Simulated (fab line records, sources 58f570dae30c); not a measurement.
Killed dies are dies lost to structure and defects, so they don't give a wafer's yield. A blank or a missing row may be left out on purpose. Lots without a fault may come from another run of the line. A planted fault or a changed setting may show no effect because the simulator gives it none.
Which tool did it? | flow berkeley_cmos170 | 14 lots, 42 wafers sampled, at 3 steps of a route of 331

WHAT THE GAUGES READ, wafer by wafer
UCB170_V2_BOW_MEAS_03.
lot  | measured     | on            | V2_BOW (um)
L821 | day 8 21:11  | film_metro-01 | 34 40 44
L823 | day 8 19:32  | film_metro-04 | 32 43 21
L824 | day 8 21:33  | film_metro-01 | 43 41 27
L822 | day 8 17:56  | film_metro-04 | 31 33 44
L825 | day 11 04:02 | film_metro-01 | 47 42 52
L826 | day 11 05:23 | film_metro-03 | 32 24 30
L832 | day 11 05:41 | film_metro-03 | 39 37 39
L833 | day 12 05:39 | film_metro-04 | 32 29 31
L834 | day 12 03:14 | film_metro-03 | 36 33 36
L835 | day 12 05:46 | film_metro-01 | 35 43 36
L838 | day 12 21:48 | film_metro-04 | 44 42 35
L843 | day 13 13:59 | film_metro-01 | 46 29 19
L840 | day 13 07:24 | film_metro-01 | 30 31 29
L842 | day 13 10:30 | film_metro-03 | 41 41 34

WHICH TOOL RAN EACH LOT (tool, then ch and the chambers of the sampled wafers, then the start)
lot  | UCB170_PFIELD_IMPLANT_07       | UCB170_M2_METAL_ETCH_18
L821 | implanter-01 ch 0, day 5 01:00 | rie_metal-04 ch 0,1, day 8 20:14
L823 | implanter-04 ch 0, day 5 05:58 | rie_metal-03 ch 0,1, day 8 18:37
L824 | implanter-01 ch 0, day 5 12:27 | rie_metal-04 ch 0,1, day 8 20:38
L822 | implanter-03 ch 0, day 5 12:39 | rie_metal-04 ch 0,1, day 8 16:59
L825 | implanter-01 ch 0, day 6 19:44 | rie_metal-04 ch 0,1, day 11 02:52
L826 | implanter-03 ch 0, day 6 20:05 | rie_metal-03 ch 0,1, day 11 04:23
L832 | implanter-01 ch 0, day 7 08:35 | rie_metal-04 ch 0, day 11 04:46
L833 | implanter-04 ch 0, day 7 19:01 | rie_metal-02 ch 0,1, day 12 04:42
L834 | implanter-01 ch 0, day 7 19:36 | rie_metal-03 ch 0,1, day 12 02:17
L835 | implanter-04 ch 0, day 7 19:51 | rie_metal-03 ch 0, day 12 04:47
L838 | implanter-03 ch 0, day 8 19:52 | rie_metal-04 ch 0,1, day 12 20:48
L843 | implanter-04 ch 0, day 9 15:56 | rie_metal-02 ch 1, day 13 12:52
L840 | implanter-03 ch 0, day 9 16:38 | rie_metal-03 ch 0,1, day 13 06:30
L842 | implanter-03 ch 0, day 9 17:10 | rie_metal-04 ch 0,1, day 13 09:36
- UCB170_PFIELD_IMPLANT_07
- UCB170_M2_METAL_ETCH_18: etches Al in Cl2/BCl3, stops on SiO2, target depth 1170 nm, time 197.7 s.

WHAT THE TOOLS THEMSELVES READ (means of the sampled wafers that have a number; where no wafer has one, the mark that the record gives instead)
UCB170_PFIELD_IMPLANT_07.
lot  | tool         | beam_energy_keV | beam_on_s (s)
L821 | implanter-01 | 80.006          | 9.81
L823 | implanter-04 | 80.008          | 10.05
L824 | implanter-01 | 80.017          | 9.88
L822 | implanter-03 | 80.010          | 9.97
L825 | implanter-01 | 80.011          | 9.95
L826 | implanter-03 | 80.002          | 10.16
L832 | implanter-01 | 74.891          | 10.02
L833 | implanter-04 | 79.972          | 10.06
L834 | implanter-01 | 74.849          | 10.33
L835 | implanter-04 | 79.984          | 9.97
L838 | implanter-03 | 79.997          | 9.92
L843 | implanter-04 | 80.014          | 10.14
L840 | implanter-03 | 79.987          | 10.02
L842 | implanter-03 | 80.001          | 10.01

UCB170_M2_METAL_ETCH_18.
lot  | tool         | drypump_motor_current_A (A) | mfc_cl2_sccm (sccm) | oes_product_au (a.u.) | throttle_valve_pct (%)
L821 | rie_metal-04 | 5.8                         | 89.84               | 0.843                 | 24.7
L823 | rie_metal-03 | 5.4                         | 89.84               | 0.864                 | 24.0
L824 | rie_metal-04 | 5.7                         | 90.20               | 0.839                 | 24.7
L822 | rie_metal-04 | 5.8                         | 89.62               | 0.838                 | 24.7
L825 | rie_metal-04 | 5.8                         | 89.86               | 0.843                 | 24.7
L826 | rie_metal-03 | 5.1                         | 90.02               | 0.873                 | 24.1
L832 | rie_metal-04 | 6.0                         | 90.26               | 0.845                 | 24.7
L833 | rie_metal-02 | 6.0                         | 90.11               | 0.838                 | 24.1
L834 | rie_metal-03 | 5.1                         | 90.21               | 0.866                 | 24.1
L835 | rie_metal-03 | 5.6                         | 90.57               | 0.859                 | 23.9
L838 | rie_metal-04 | 5.6                         | 89.95               | 0.829                 | 24.6
L843 | rie_metal-02 | 5.9                         | 90.21               | 0.840                 | 24.1
L840 | rie_metal-03 | 5.4                         | 89.76               | 0.865                 | 24.0
L842 | rie_metal-04 | 5.6                         | 89.89               | 0.833                 | 24.6

THE ANSWER, worked out from the rows above alone
Rule: what is usual is taken from the lots themselves. Put in order of their means at a reading, lots are off if they are a third of the lots or fewer, leave a main group of 4 or more, and stand apart from it by a gap of 3 or more times the standard deviation of the main group's means; of several such gaps the widest counts. A main group whose means are all the same, to the digits that the tables above print for the reading, isn't used. A lot without any number at a reading at which 4 lots or more have one is off too. The other lots that the step has rows for count as sound. The gauges are gone through in route order, then the tools' own readings, and for those a lot's mean is taken as printed above. The first step at which some lot is off is used, and at that step the reading that is off furthest; a lot without a number counts as furthest.
Off: L832, L834, at UCB170_PFIELD_IMPLANT_07 (beam_energy_keV). The main group: mean 80.001, standard deviation 0.013.
A tool fits if, at that step or a process step before it, it ran every lot that is off, and no sound lot after the first of them. One fits: implanter-01 at UCB170_PFIELD_IMPLANT_07. Its last sound lot is L825 (day 6 19:44), its first lot that is off L832 (day 7 08:35): a fault that began between those two fits.
The tool's own readings at UCB170_PFIELD_IMPLANT_07 bear it out: on the lots that are off they differ by more than 5 times the standard deviation of the sound lots' means. beam_energy_keV reads 74.870 there against 80.001 on the sound lots.

WHAT THE SIMULATOR HAD PUT IN
Process parameter drift: implanter-01, from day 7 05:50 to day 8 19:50, at UCB170_PFIELD_IMPLANT_07. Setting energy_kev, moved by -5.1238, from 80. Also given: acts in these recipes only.
Lots struck among those shown: L832, L834. The rule above found the same.
